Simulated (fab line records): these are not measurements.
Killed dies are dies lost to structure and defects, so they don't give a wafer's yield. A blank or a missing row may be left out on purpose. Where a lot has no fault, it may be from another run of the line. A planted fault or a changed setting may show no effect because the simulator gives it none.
A struck lot beside a sound one    flow rit cmos    15 steps out of a route of 202
Sound: wafers L211.1, L211.2, L211.3. Wafers L221.4, L221.5, L221.6 were the ones struck. The cause is given at the end.
Each step with rows lists, per side, the tool, then ch with its chambers, then its first start. Under that, the readings that differ: sound wafers    struck wafers    difference of the means    sigmas: that difference in standard deviations of wafers without a fault.
alike: readings with means less than 2 such deviations apart, plus words and numbers identical on both sides. not compared: withheld readings, readings lacking a value on some wafer, bounds such as >300 that could conceal the same value, and numbers that have no deviation in the record and whose values overlap.
Wherever a step has rows on one side only, a row that says differs or no value, or a row with sigmas, the two part there. Numbers that don't overlap but have no deviation are shown without sigmas and don't part them. Lack of a reading on every wafer of one side parts them only where that side has two or more wafers.

RIT_CONTACT_OVL_MEAS_09:
  struck on overlay-02, day 5 21:31; sound on overlay-01, day 3 23:10
  alike: CONTACT_OVL
then, 1 step without rows for these wafers: RIT_CONTACT_HARDBAKE_10 (time 60 s).
RIT_CONTACT_ETCH_11: etches SiO2 in CHF3/CF4/Ar, stops on TiSi2, target depth 480 nm, time 320 s.
  sound on rie diel-04 ch 0,2,3, day 3 23:22; struck on rie diel-01 ch 0,1,3, day 5 21:44
  alike: drypump motor current A, oes product au, throttle valve pct
  not compared: rf hours counter h
RIT_CONTACT_STRIP_12: strips in O2, time 180 s.
  sound on plasma asher-03 ch 0,1, day 3 23:33; struck on plasma asher-02 ch 0,1, day 5 21:59
  alike: drypump motor current A, o2 flow sccm
  not compared: rf hours counter h
RIT_CONTACT_CD_MEAS_90 targets a cd of 1000 nm.
  struck on cd sem-02, day 5 22:10; sound on cd sem-02, day 3 23:44
  alike: cd nm
then, 2 steps without rows for these wafers: RIT_CONTACT_CLEAN_13 (cleans in SC1, time 600 s); RIT_CONTACT_CLEAN_14 (cleans in SC2, time 600 s).
RIT_M1_SPUTTER_00: material Al, target thk 400 nm, time 522.4 s.
  struck on pvd sputter-03, day 5 22:35; sound on pvd sputter-02, day 4 00:13
  alike: throttle valve pct
RIT_M1_RS_MEAS_01: a four-point-probe measurement.
  struck on film metro-01, day 5 22:56; sound on film metro-04, day 4 00:31
  alike: M1_AL_RS
RIT_M1_THK_MEAS_02: measures by xrf.
  struck on film metro-01, day 5 23:02; sound on film metro-04, day 4 00:38
  alike: M1_AL_THK
then, 2 steps without rows for these wafers: RIT_M1_HMDS_03 (prime time 60 s); RIT_M1_COAT_04 (resist thk 1300 nm).
RIT_M1_SOFTBAKE_05: time 60 s.
  sound on litho track-01 ch 0, day 4 00:59; struck on litho track-04 ch 0, day 5 23:26
reading                   sound              struck             difference  sigmas
heater power total W (W)  34.59 34.58 34.59  35.84 35.79 35.74  +1.20       +25
then, 1 step without rows for these wafers: RIT_M1_EXPOSE_06 (exposes mask M12, target cd 2600 nm).
RIT_M1_PROBE_99:
  struck on prober-01, day 6 02:45; sound on prober-02, day 4 04:24
  alike: defect limited yield, killed at front end, killed dies, killed on rim, killed open, killed short, sort_bin_3_pad_short, sort_bin_5_function, sort_bin_6_memory, sort n pass, sort yield pct

## WHERE THEY PART
Only at RIT_M1_SOFTBAKE_05, within this record. Later steps at which nothing parts them and some readings are alike: RIT_M1_PROBE_99.

WHY: whatever the simulator had introduced
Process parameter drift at RIT_M1_SOFTBAKE_05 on litho track-04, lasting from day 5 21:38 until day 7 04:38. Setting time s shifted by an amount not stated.
